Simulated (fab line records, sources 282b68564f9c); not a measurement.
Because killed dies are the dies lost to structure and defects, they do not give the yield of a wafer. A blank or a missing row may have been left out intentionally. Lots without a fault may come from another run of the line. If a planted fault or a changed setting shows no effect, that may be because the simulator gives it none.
A lot that was struck, set against a sound lot || flow rit-cmos || 41 steps out of a route of 202
Sound: the wafers L399.2, L399.5, L399.6. Struck: wafers L414.1, L414.5, L414.6. The cause is named last.
Order at every step that has rows: each side's tool, ch and its chambers, its first start. Under that, the readings that differ: sound wafers || struck wafers || difference of the means || sigmas: that difference in standard deviations of wafers without a fault.
alike: words and numbers the same on both sides, and readings whose means are apart by under 2 such deviations; not compared: readings that were withheld, readings missing a value for some wafer, numbers with overlapping values and no deviation given by the record, and bounds like >300 which may hide the same value.
The two part at a step that has a row with sigmas, a row that says differs or no value, or rows on one side only. Non-overlapping numbers with no deviation appear without sigmas and do not part them. Lack of a reading on every wafer of one side parts them only where that side has two or more wafers.

first, 6 steps without rows for these wafers: RIT_NLDD_HMDS_00 (prime time 60 s); RIT_NLDD_COAT_01 (resist thk 1000 nm); RIT_NLDD_SOFTBAKE_02 (time 60 s); RIT_NLDD_EXPOSE_03 (exposes mask M7, target cd 40700 nm); RIT_NLDD_PEB_04; RIT_NLDD_DEVELOP_05 (develop time 50 s).
RIT_NLDD_OVL_MEAS_06:
  sound on overlay-01 at day 2 22:24; struck on overlay-01 at day 6 12:37
  alike: NLDD_OVL
then, 2 steps without rows for these wafers: RIT_NLDD_HARDBAKE_07 (time 60 s); RIT_NLDD_IMPLANT_08.
RIT_NLDD_STRIP_09: strips in O2, time 180 s.
  sound on plasma-asher-03 ch 0,1, day 2 22:44; struck on plasma-asher-01 ch 0,1, day 6 12:56
  alike: drypump-motor-current-A, o2-flow-sccm
  not compared: rf-hours-counter-h
RIT_NLDD_TW_MEAS_10:
  sound on film-metro-04 at day 2 22:55; struck on film-metro-04 at day 6 13:07
  alike: NLDD_TW
then, 1 step without rows for these wafers: RIT_PLDD_HMDS_00 (prime time 60 s).
RIT_PLDD_COAT_01: resist thk 1000 nm.
  sound on litho-track-03 ch 0, day 2 23:08; struck on litho-track-03, day 6 13:20
  no value came back on the struck wafers for chill-plate-temp-C (C), dispense-pressure-kPa (kPa), exhaust-pa (Pa); on the sound wafers chill-plate-temp-C (C) reads 22.91 22.88 23.06
then, 4 steps without rows for these wafers: RIT_PLDD_SOFTBAKE_02 (time 60 s); RIT_PLDD_EXPOSE_03 (exposes mask M8, target cd 40900 nm); RIT_PLDD_PEB_04; RIT_PLDD_DEVELOP_05 (develop time 50 s).
RIT_PLDD_OVL_MEAS_06:
  sound on overlay-02 at day 2 23:57; struck on overlay-02 at day 6 14:02
{"reading": "PLDD_OVL (nm)", "sound": "-0.6 0.2 -0.4", "struck": "- - -", "difference": "no value on the struck wafers", "sigmas": ""}
then, 2 steps without rows for these wafers: RIT_PLDD_HARDBAKE_07 (time 60 s); RIT_PLDD_IMPLANT_08.
RIT_PLDD_STRIP_09: strips in O2, time 180 s.
  sound on plasma-asher-03 ch 0,1, day 3 00:17; struck on plasma-asher-03 ch 0,1, day 6 14:23
  alike: drypump-motor-current-A, o2-flow-sccm
  not compared: rf-hours-counter-h
RIT_PLDD_TW_MEAS_10:
  sound on film-metro-01 at day 3 00:28; struck on film-metro-04 at day 6 14:33
  alike: PLDD_TW
then, 4 steps without rows for these wafers: RIT_SPACER_CLEAN_00 (cleans in SC1, time 600 s); RIT_SPACER_CLEAN_01 (cleans in dHF, time 30 s); RIT_SPACER_CLEAN_02 (cleans in SC2, time 600 s); RIT_SPACER_CVD_03 (deposits Si3N4 from SiH2Cl2/NH3, target thk 250 nm, time 3300 s).
RIT_SPACER_THK_MEAS_04:
  sound on film-metro-02 at day 3 02:49; struck on film-metro-03 at day 6 16:58
  alike: SPACER_NITRIDE_THK
RIT_SPACER_ETCHBACK_05: etches Si3N4 in SF6/CHF3, stops on SiO2, target depth 250 nm, time 240 s.
  sound on rie-diel-01 ch 0,3, day 3 02:52; struck on rie-diel-04 ch 2,3, day 6 17:02
  alike: SF6_flow_sccm, drypump-motor-current-A, oes-product-au, throttle-valve-pct
  not compared: rf-hours-counter-h
then, 6 steps without rows for these wafers: RIT_NSD_HMDS_00 (prime time 60 s); RIT_NSD_COAT_01 (resist thk 1000 nm); RIT_NSD_SOFTBAKE_02 (time 60 s); RIT_NSD_EXPOSE_03 (exposes mask M9, target cd 40700 nm); RIT_NSD_PEB_04; RIT_NSD_DEVELOP_05 (develop time 50 s).
RIT_NSD_OVL_MEAS_06:
  sound on overlay-01 at day 3 03:59; struck on overlay-02 at day 6 18:10
  alike: NSD_OVL
then, 2 steps without rows for these wafers: RIT_NSD_HARDBAKE_07 (time 60 s); RIT_NSD_IMPLANT_08.
RIT_NSD_STRIP_09: strips in O2, time 180 s.
  sound on plasma-asher-01 ch 0,1, day 3 04:19; struck on plasma-asher-04 ch 0,1, day 6 18:41
  alike: drypump-motor-current-A, o2-flow-sccm
  not compared: rf-hours-counter-h
RIT_NSD_TW_MEAS_10:
  sound on film-metro-03 at day 3 04:30; struck on film-metro-04 at day 6 18:52
{"reading": "NSD_TW", "sound": "3081 3071 3094", "struck": "3280 3271 3277", "difference": "+194", "sigmas": "+12"}
then, 1 step without rows for these wafers: RIT_PSD_HMDS_00 (prime time 60 s).
RIT_M1_PROBE_99:
  the record has rows for the struck wafers here (prober-02, day 7 06:21) and none for the sound ones

## WHERE THEY PART
At RIT_PLDD_COAT_01 first; at RIT_M1_PROBE_99 last (within this record only).

WHY: whatever the simulator had introduced
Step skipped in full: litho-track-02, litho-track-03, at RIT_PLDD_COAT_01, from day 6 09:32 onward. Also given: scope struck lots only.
